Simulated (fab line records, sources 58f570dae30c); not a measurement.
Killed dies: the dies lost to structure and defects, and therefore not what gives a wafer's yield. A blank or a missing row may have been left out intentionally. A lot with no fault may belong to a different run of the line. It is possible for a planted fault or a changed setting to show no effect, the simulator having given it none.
Which tool was responsible? / flow berkeley_cmos170 / Sampling: 7 lots, 21 wafers, 2 of 331 route steps

## WHAT THE GAUGES SHOWED, per wafer
UCB170_V1_CD_MEAS_90: the cd target is 700 nm.
lot=L558; measured=day 7 06:29; on=cd_sem-02; cd_nm (nm)=699.3 697.5 699.2
lot=L560; measured=day 8 03:35; on=cd_sem-01; cd_nm (nm)=702.9 702.6 702.6
lot=L563; measured=day 8 22:19; on=cd_sem-01; cd_nm (nm)=702.9 701.3 700.5
lot=L565; measured=day 9 12:17; on=cd_sem-02; cd_nm (nm)=700.1 701.0 699.5
lot=L569; measured=day 10 04:55; on=cd_sem-01; cd_nm (nm)=700.9 700.8 701.4
lot=L574; measured=day 11 00:05; on=cd_sem-01; cd_nm (nm)=699.1 698.2 699.0
lot=L578; measured=day 12 01:08; on=cd_sem-02; cd_nm (nm)=698.5 699.9 697.4

## TOOL THAT RAN EACH LOT (tool first, then ch and the chambers of the sampled wafers, then the start)
lot=L558; UCB170_NWELL_OXIDATION_01=furnace-03 ch 0, day 2 03:28
lot=L560; UCB170_NWELL_OXIDATION_01=furnace-04 ch 0, day 2 10:13
lot=L563; UCB170_NWELL_OXIDATION_01=furnace-02 ch 0, day 3 04:19
lot=L565; UCB170_NWELL_OXIDATION_01=furnace-04 ch 0, day 3 14:28
lot=L569; UCB170_NWELL_OXIDATION_01=furnace-04 ch 0, day 4 09:25
lot=L574; UCB170_NWELL_OXIDATION_01=furnace-04 ch 0, day 5 10:37
lot=L578; UCB170_NWELL_OXIDATION_01=furnace-04 ch 0, day 6 13:37
- UCB170_NWELL_OXIDATION_01: target thk 26.4 nm, ox time 1260 s.

## THE ANSWER, worked out from the rows above alone
Rule: what is usual is taken from the lots themselves. Put in order of their means at a reading, lots are off if they are a third of the lots or fewer, leave a main group of 4 or more, and stand apart from it by a gap of 3 or more times the standard deviation of the main group's means; of several such gaps the widest counts. A main group is skipped when, at the precision printed for the reading in the tables above, its means are all equal. Also off: a lot with no number at a reading for which 4 or more lots have one. The other lots that the step has rows for count as sound.
No lot is off at any reading shown: from this, nothing can be told.

## WHAT THE SIMULATOR HAD PUT IN
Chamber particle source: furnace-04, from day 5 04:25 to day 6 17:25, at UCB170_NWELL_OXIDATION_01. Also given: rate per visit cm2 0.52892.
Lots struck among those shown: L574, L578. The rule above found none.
